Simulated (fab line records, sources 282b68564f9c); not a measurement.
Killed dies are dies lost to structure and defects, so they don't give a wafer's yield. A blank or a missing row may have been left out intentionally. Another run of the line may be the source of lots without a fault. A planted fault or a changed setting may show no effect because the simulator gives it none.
Struck lot and sound lot, side by side | flow rit-cmos | 15 steps out of a route of 202
Sound: wafers L443.2, L443.4, L443.5. Wafers L452.1, L452.2, L452.4 were the ones struck. The cause comes at the end.
Each step with rows lists, per side, the tool, then ch with its chambers, then its first start. Under that, the readings that differ: sound wafers | struck wafers | difference of the means | sigmas: that difference in standard deviations of wafers without a fault.
alike: words and numbers the same on both sides, and readings whose means are apart by under 2 such deviations; not compared: readings that were withheld, readings missing a value for some wafer, numbers with overlapping values and no deviation given by the record, and bounds like >300 which may hide the same value.
Wherever a step has rows on one side only, a row that says differs or no value, or a row with sigmas, the two part there. Numbers that don't overlap but have no deviation are shown without sigmas and don't part them. A reading missing from all wafers of one side parts the sides only when that side holds two or more wafers.

RIT_M1_SPUTTER_00: material Al, target thk 400 nm, time 500 s.
  struck on pvd-sputter-03, day 5 11:46; sound on pvd-sputter-02, day 3 13:09
  alike: throttle-valve-pct
RIT_M1_RS_MEAS_01: measures by four-point-probe.
  struck on film-metro-03, day 5 12:04; sound on film-metro-02, day 3 13:28
  alike: M1_AL_RS
RIT_M1_THK_MEAS_02: measures by xrf.
  struck on film-metro-03, day 5 12:11; sound on film-metro-02, day 3 13:34
  alike: M1_AL_THK
then, 6 steps without rows for these wafers: RIT_M1_HMDS_03 (prime time 60 s); RIT_M1_COAT_04 (resist thk 1300 nm); RIT_M1_SOFTBAKE_05 (time 60 s); RIT_M1_EXPOSE_06 (exposes mask M12, target cd 2600 nm); RIT_M1_PEB_07; RIT_M1_DEVELOP_08 (develop time 68 s).
RIT_M1_CD_MEAS_09 targets a cd of 2600 nm.
  struck on cd-sem-02, day 5 13:07; sound on cd-sem-02, day 3 14:40
  alike: cd-nm
RIT_M1_OVL_MEAS_10:
  struck on overlay-01, day 5 13:14; sound on overlay-01, day 3 14:46
  alike: M1_OVL
then, 1 step without rows for these wafers: RIT_M1_HARDBAKE_11 (time 120 s).
RIT_M1_METAL_ETCH_12: etches Al in Cl2/BCl3, stops on SiO2, time 165 s, target depth 600 nm.
  sound on rie-metal-02 ch 1, day 3 15:02; struck on rie-metal-01 ch 0,1, day 5 13:31
  reading                                 | sound             | struck            | difference | sigmas
  rf-fwd-power-W (W)                      | 249.3 249.4 248.6 | 278.4 279.2 279.4 | +29.9      | +40
  model.NOVOLAK_of_M1_COAT_04.thk-nm (nm) | 801.4 806.1 807   | 775.4 774.6 770.4 | -31.4      |
  alike: bcl3-flow-sccm, drypump-motor-current-A, oes-product-au, throttle-valve-pct
  not compared: rf-hours-counter-h
then, 1 step without rows for these wafers: RIT_M1_STRIP_13 (strips in nmp, time 600 s).
RIT_M1_PROBE_99:
  struck on prober-02, day 5 15:50; sound on prober-01, day 3 17:21
  reading                               | sound                      | struck                    | difference | sigmas
  model.etest.antenna-m1.vt-shift-v (V) | -0.01196 -0.01153 -0.01745 | -0.01817 -0.0218 -0.02507 | -0.00803   |
  alike: defect-limited-yield, killed-at-contacts, killed-at-front-end, killed-dies, killed-open, killed-short, sort_bin_3_pad_short, sort_bin_5_function, sort_bin_6_memory, sort-n-pass, sort-yield-pct

== WHERE THEY PART ==
Only at RIT_M1_METAL_ETCH_12, as far as this record shows. Later steps at which nothing parts them and some readings are alike: RIT_M1_PROBE_99.

WHY: whatever the simulator had introduced
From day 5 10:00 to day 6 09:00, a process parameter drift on rie-metal-01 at RIT_M1_METAL_ETCH_12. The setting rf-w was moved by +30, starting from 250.
